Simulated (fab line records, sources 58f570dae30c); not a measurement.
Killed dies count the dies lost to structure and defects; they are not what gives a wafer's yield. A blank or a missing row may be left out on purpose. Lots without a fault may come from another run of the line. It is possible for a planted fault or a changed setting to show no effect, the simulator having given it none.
Which tool did it? / flow berkeley_cmos170 / 15 lots with 45 wafers sampled at 5 steps, on a route of 331 steps

== WHAT EACH GAUGE READ, for each wafer ==
UCB170_PWELL_TW_MEAS_17.
lot=L177; measured=day 4 00:59; on=film_metro-04; PWELL_TW=380.0 378.5 379.3
lot=L178; measured=day 4 01:07; on=film_metro-03; PWELL_TW=381.1 377.2 378.7
lot=L179; measured=day 4 13:37; on=film_metro-04; PWELL_TW=380.8 380.4 377.3
lot=L181; measured=day 4 23:06; on=film_metro-01; PWELL_TW=378.7 377.5 382.0
lot=L180; measured=day 4 23:35; on=film_metro-03; PWELL_TW=378.6 380.4 378.4
lot=L182; measured=day 4 23:14; on=film_metro-01; PWELL_TW=380.5 382.6 380.8
lot=L186; measured=day 6 03:39; on=film_metro-04; PWELL_TW=424.0 425.4 427.6 428.0 426.0 428.2
lot=L188; measured=day 6 04:13; on=film_metro-03; PWELL_TW=423.1 424.9 423.6 423.1 426.2 423.1
lot=L192; measured=day 6 22:56; on=film_metro-01; PWELL_TW=380.9 380.4 381.3
lot=L190; measured=day 6 23:10; on=film_metro-04; PWELL_TW=427.7 426.5 426.5 424.2 426.6 427.6
lot=L191; measured=day 6 22:41; on=film_metro-04; PWELL_TW=380.7 380.8 378.3
lot=L193; measured=day 7 06:40; on=film_metro-01; PWELL_TW=381.0 381.4 381.4
lot=L194; measured=day 7 18:07; on=film_metro-01; PWELL_TW=380.5 380.0 377.6
lot=L196; measured=day 7 19:04; on=film_metro-01; PWELL_TW=380.0 379.0 378.4
lot=L197; measured=day 8 04:25; on=film_metro-01; PWELL_TW=381.9 379.5 380.9

UCB170_ACTIVE_THK_MEAS_03.
lot=L177; measured=day 5 08:38; on=film_metro-02; ACTIVE_OXIDE_THK (nm)=26.2 25.8 25.7
lot=L178; measured=day 5 08:39; on=film_metro-03; ACTIVE_OXIDE_THK (nm)=25.9 26.6 26.2
lot=L179; measured=day 5 17:29; on=film_metro-03; ACTIVE_OXIDE_THK (nm)=26.8 26.3 26.4
lot=L181; measured=day 6 00:25; on=film_metro-02; ACTIVE_OXIDE_THK (nm)=26.9 26.9 27.1
lot=L180; measured=day 6 00:25; on=film_metro-03; ACTIVE_OXIDE_THK (nm)=27.2 27.3 27.0
lot=L182; measured=day 6 00:27; on=film_metro-04; ACTIVE_OXIDE_THK (nm)=27.5 27.5 27.6
lot=L186; measured=day 7 07:00; on=film_metro-02; ACTIVE_OXIDE_THK (nm)=26.5 26.3 26.8
lot=L188; measured=day 7 07:04; on=film_metro-02; ACTIVE_OXIDE_THK (nm)=26.1 26.1 26.6
lot=L192; measured=day 7 23:32; on=film_metro-02; ACTIVE_OXIDE_THK (nm)=25.6 25.9 26.3
lot=L190; measured=day 7 23:31; on=film_metro-04; ACTIVE_OXIDE_THK (nm)=26.4 26.1 26.2
lot=L191; measured=day 7 23:35; on=film_metro-04; ACTIVE_OXIDE_THK (nm)=25.6 26.0 26.0
lot=L193; measured=day 8 10:18; on=film_metro-04; ACTIVE_OXIDE_THK (nm)=25.6 25.8 26.1
lot=L194; measured=day 8 20:16; on=film_metro-04; ACTIVE_OXIDE_THK (nm)=26.0 25.6 26.0
lot=L196; measured=day 8 20:17; on=film_metro-02; ACTIVE_OXIDE_THK (nm)=26.5 26.8 26.7
lot=L197; measured=day 9 06:16; on=film_metro-02; ACTIVE_OXIDE_THK (nm)=26.6 26.7 26.3

UCB170_ACTIVE_THK_MEAS_06.
lot=L177; measured=day 5 15:32; on=film_metro-03; ACTIVE_NITRIDE_THK (nm)=221.2 222.5 220.6
lot=L178; measured=day 5 15:34; on=film_metro-04; ACTIVE_NITRIDE_THK (nm)=216.8 217.3 219.5
lot=L179; measured=day 6 01:04; on=film_metro-04; ACTIVE_NITRIDE_THK (nm)=219.4 218.3 218.7
lot=L181; measured=day 6 09:13; on=film_metro-04; ACTIVE_NITRIDE_THK (nm)=216.2 216.9 218.7
lot=L180; measured=day 6 09:14; on=film_metro-02; ACTIVE_NITRIDE_THK (nm)=217.3 220.9 219.8
lot=L182; measured=day 6 09:12; on=film_metro-03; ACTIVE_NITRIDE_THK (nm)=217.5 220.9 219.6
lot=L186; measured=day 7 14:56; on=film_metro-04; ACTIVE_NITRIDE_THK (nm)=221.6 222.9 222.2
lot=L188; measured=day 7 14:56; on=film_metro-02; ACTIVE_NITRIDE_THK (nm)=219.5 219.6 217.5
lot=L192; measured=day 8 07:58; on=film_metro-04; ACTIVE_NITRIDE_THK (nm)=221.1 223.1 222.9
lot=L190; measured=day 8 07:58; on=film_metro-02; ACTIVE_NITRIDE_THK (nm)=222.8 222.2 223.2
lot=L191; measured=day 8 08:01; on=film_metro-04; ACTIVE_NITRIDE_THK (nm)=221.9 221.3 221.2
lot=L193; measured=day 8 17:28; on=film_metro-04; ACTIVE_NITRIDE_THK (nm)=221.8 222.5 222.8
lot=L194; measured=day 9 02:05; on=film_metro-02; ACTIVE_NITRIDE_THK (nm)=222.8 220.8 223.5
lot=L196; measured=day 9 02:09; on=film_metro-04; ACTIVE_NITRIDE_THK (nm)=219.7 217.7 217.7
lot=L197; measured=day 9 12:00; on=film_metro-04; ACTIVE_NITRIDE_THK (nm)=220.2 220.6 221.9

== WHAT TOOL EACH LOT RAN ON (gives the tool, then ch and the chambers of the sampled wafers, and finally the start) ==
lot=L177; UCB170_NWELL_ETCH_13=rie_diel-03 ch 0,3, day 3 05:46; UCB170_PWELL_IMPLANT_15=implanter-01 ch 0, day 4 00:44
lot=L178; UCB170_NWELL_ETCH_13=rie_diel-01 ch 1,2, day 3 05:59; UCB170_PWELL_IMPLANT_15=implanter-04 ch 0, day 4 00:54
lot=L179; UCB170_NWELL_ETCH_13=rie_diel-01 ch 2,3, day 3 13:55; UCB170_PWELL_IMPLANT_15=implanter-01 ch 0, day 4 13:22
lot=L181; UCB170_NWELL_ETCH_13=rie_diel-04 ch 0,1,3, day 3 22:13; UCB170_PWELL_IMPLANT_15=implanter-01 ch 0, day 4 22:53
lot=L180; UCB170_NWELL_ETCH_13=rie_diel-01 ch 1,3, day 3 22:24; UCB170_PWELL_IMPLANT_15=implanter-03 ch 0, day 4 23:22
lot=L182; UCB170_NWELL_ETCH_13=rie_diel-04 ch 0,1,2, day 4 03:55; UCB170_PWELL_IMPLANT_15=implanter-04 ch 0, day 4 22:59
lot=L186; UCB170_NWELL_ETCH_13=rie_diel-03 ch 2,3, day 5 06:31; UCB170_PWELL_IMPLANT_15=implanter-03 ch 0, day 6 03:24
lot=L188; UCB170_NWELL_ETCH_13=rie_diel-04 ch 0,1,3, day 5 07:42; UCB170_PWELL_IMPLANT_15=implanter-03 ch 0, day 6 03:59
lot=L192; UCB170_NWELL_ETCH_13=rie_diel-01 ch 0,1,3, day 6 01:24; UCB170_PWELL_IMPLANT_15=implanter-01 ch 0, day 6 22:43
lot=L190; UCB170_NWELL_ETCH_13=rie_diel-03 ch 2,3, day 6 01:41; UCB170_PWELL_IMPLANT_15=implanter-03 ch 0, day 6 22:56
lot=L191; UCB170_NWELL_ETCH_13=rie_diel-04 ch 0,3, day 6 01:56; UCB170_PWELL_IMPLANT_15=implanter-04 ch 0, day 6 22:28
lot=L193; UCB170_NWELL_ETCH_13=rie_diel-03 ch 0,2,3, day 6 11:25; UCB170_PWELL_IMPLANT_15=implanter-01 ch 0, day 7 06:25
lot=L194; UCB170_NWELL_ETCH_13=rie_diel-04 ch 0,1, day 6 19:31; UCB170_PWELL_IMPLANT_15=implanter-04 ch 0, day 7 17:52
lot=L196; UCB170_NWELL_ETCH_13=rie_diel-01 ch 1,2,3, day 6 19:47; UCB170_PWELL_IMPLANT_15=implanter-01 ch 0, day 7 18:49
lot=L197; UCB170_NWELL_ETCH_13=rie_diel-03 ch 0,2, day 7 08:02; UCB170_PWELL_IMPLANT_15=implanter-01 ch 0, day 8 04:12
- UCB170_NWELL_ETCH_13: etches Si3N4 in CH3F/Ar/O2, stops on SiO2, target depth 246.4 nm, time 154 s.
- UCB170_PWELL_IMPLANT_15

== AS READ BY THE TOOLS THEMSELVES (means over the sampled wafers that have a number; for cases with no such wafer, the mark the record gives instead) ==
UCB170_NWELL_ETCH_13.
lot=L177; tool=rie_diel-03; drypump_motor_current_A (A)=5.9; oes_product_au (a.u.)=0.933; throttle_valve_pct (%)=8.13
lot=L178; tool=rie_diel-01; drypump_motor_current_A (A)=5.6; oes_product_au (a.u.)=0.941; throttle_valve_pct (%)=8.03
lot=L179; tool=rie_diel-01; drypump_motor_current_A (A)=5.7; oes_product_au (a.u.)=0.970; throttle_valve_pct (%)=8.05
lot=L181; tool=rie_diel-04; drypump_motor_current_A (A)=5.3; oes_product_au (a.u.)=0.944; throttle_valve_pct (%)=8.11
lot=L180; tool=rie_diel-01; drypump_motor_current_A (A)=5.4; oes_product_au (a.u.)=0.965; throttle_valve_pct (%)=8.02
lot=L182; tool=rie_diel-04; drypump_motor_current_A (A)=5.6; oes_product_au (a.u.)=0.947; throttle_valve_pct (%)=7.97
lot=L186; tool=rie_diel-03; drypump_motor_current_A (A)=6.1; oes_product_au (a.u.)=0.949; throttle_valve_pct (%)=8.14
lot=L188; tool=rie_diel-04; drypump_motor_current_A (A)=5.3; oes_product_au (a.u.)=0.940; throttle_valve_pct (%)=8.11
lot=L192; tool=rie_diel-01; drypump_motor_current_A (A)=5.5; oes_product_au (a.u.)=0.947; throttle_valve_pct (%)=8.00
lot=L190; tool=rie_diel-03; drypump_motor_current_A (A)=6.1; oes_product_au (a.u.)=0.957; throttle_valve_pct (%)=8.15
lot=L191; tool=rie_diel-04; drypump_motor_current_A (A)=5.3; oes_product_au (a.u.)=0.952; throttle_valve_pct (%)=8.12
lot=L193; tool=rie_diel-03; drypump_motor_current_A (A)=6.0; oes_product_au (a.u.)=0.935; throttle_valve_pct (%)=8.14
lot=L194; tool=rie_diel-04; drypump_motor_current_A (A)=5.4; oes_product_au (a.u.)=0.930; throttle_valve_pct (%)=8.10
lot=L196; tool=rie_diel-01; drypump_motor_current_A (A)=5.6; oes_product_au (a.u.)=0.952; throttle_valve_pct (%)=8.03
lot=L197; tool=rie_diel-03; drypump_motor_current_A (A)=6.5; oes_product_au (a.u.)=0.949; throttle_valve_pct (%)=8.19

UCB170_PWELL_IMPLANT_15.
lot=L177; tool=implanter-01; dose_ions_cm2=5e+12; faraday_current_uA=15.9; tilt_deg (degrees)=7.020
lot=L178; tool=implanter-04; dose_ions_cm2=5e+12; faraday_current_uA=16.1; tilt_deg (degrees)=6.996
lot=L179; tool=implanter-01; dose_ions_cm2=5e+12; faraday_current_uA=15.9; tilt_deg (degrees)=6.999
lot=L181; tool=implanter-01; dose_ions_cm2=5e+12; faraday_current_uA=15.9; tilt_deg (degrees)=6.978
lot=L180; tool=implanter-03; dose_ions_cm2=5e+12; faraday_current_uA=15.8; tilt_deg (degrees)=6.996
lot=L182; tool=implanter-04; dose_ions_cm2=5e+12; faraday_current_uA=15.7; tilt_deg (degrees)=6.981
lot=L186; tool=implanter-03; dose_ions_cm2=7e+12; faraday_current_uA=23.2; tilt_deg (degrees)=7.031
lot=L188; tool=implanter-03; dose_ions_cm2=7e+12; faraday_current_uA=23.1; tilt_deg (degrees)=6.987
lot=L192; tool=implanter-01; dose_ions_cm2=5e+12; faraday_current_uA=15.9; tilt_deg (degrees)=7.001
lot=L190; tool=implanter-03; dose_ions_cm2=7e+12; faraday_current_uA=23.4; tilt_deg (degrees)=6.984
lot=L191; tool=implanter-04; dose_ions_cm2=5e+12; faraday_current_uA=15.9; tilt_deg (degrees)=7.008
lot=L193; tool=implanter-01; dose_ions_cm2=5e+12; faraday_current_uA=15.8; tilt_deg (degrees)=6.996
lot=L194; tool=implanter-04; dose_ions_cm2=5e+12; faraday_current_uA=15.3; tilt_deg (degrees)=7.012
lot=L196; tool=implanter-01; dose_ions_cm2=5e+12; faraday_current_uA=15.9; tilt_deg (degrees)=7.003
lot=L197; tool=implanter-01; dose_ions_cm2=5e+12; faraday_current_uA=16.2; tilt_deg (degrees)=7.006

== THE ANSWER, worked out from the rows above alone ==
Rule: what is usual is taken from the lots themselves. Put in order of their means at a reading, lots are off if they are a third of the lots or fewer, leave a main group of 4 or more, and stand apart from it by a gap of 3 or more times the standard deviation of the main group's means; of several such gaps the widest counts. Not used: any main group whose means are identical at the precision the tables above print for the reading. A lot without any number at a reading at which 4 lots or more have one is off too. The other lots that the step has rows for count as sound. The gauges are gone through in route order, then the tools' own readings, and for those a lot's mean is taken as printed above. The first step at which some lot is off is used, and at that step the reading that is off furthest; a lot without a number counts as furthest.
Off: L186, L188, L190, seen at UCB170_PWELL_TW_MEAS_17 (PWELL_TW). Main group: mean 379.9, sd 0.85.
A tool fits if, at a process step before that reading, it ran every lot that is off, and no sound lot after the first of them. The gauges at UCB170_PWELL_TW_MEAS_17 aren't tried: what is off there is off at UCB170_PWELL_IMPLANT_15 too, on other tools, and a gauge's error can't cause that. One fits: implanter-03 at UCB170_PWELL_IMPLANT_15. A fault onset in the window from L180 (day 4 23:22, its last sound lot) to L186 (day 6 03:24, its first lot off) fits.
The tool's own readings at UCB170_PWELL_IMPLANT_15 bear it out: on the lots that are off they differ by more than 5 times the standard deviation of the sound lots' means. dose_ions_cm2 reads 7e+12 there against 5e+12 on the sound lots; faraday_current_uA reads 23.2 there against 15.9 on the sound lots.

== WHAT THE SIMULATOR HAD INSERTED ==
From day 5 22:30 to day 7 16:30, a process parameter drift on implanter-03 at UCB170_PWELL_IMPLANT_15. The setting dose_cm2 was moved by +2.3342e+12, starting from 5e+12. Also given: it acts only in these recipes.
Struck lots among those shown: L186, L188, L190. The rule given above showed the same thing.
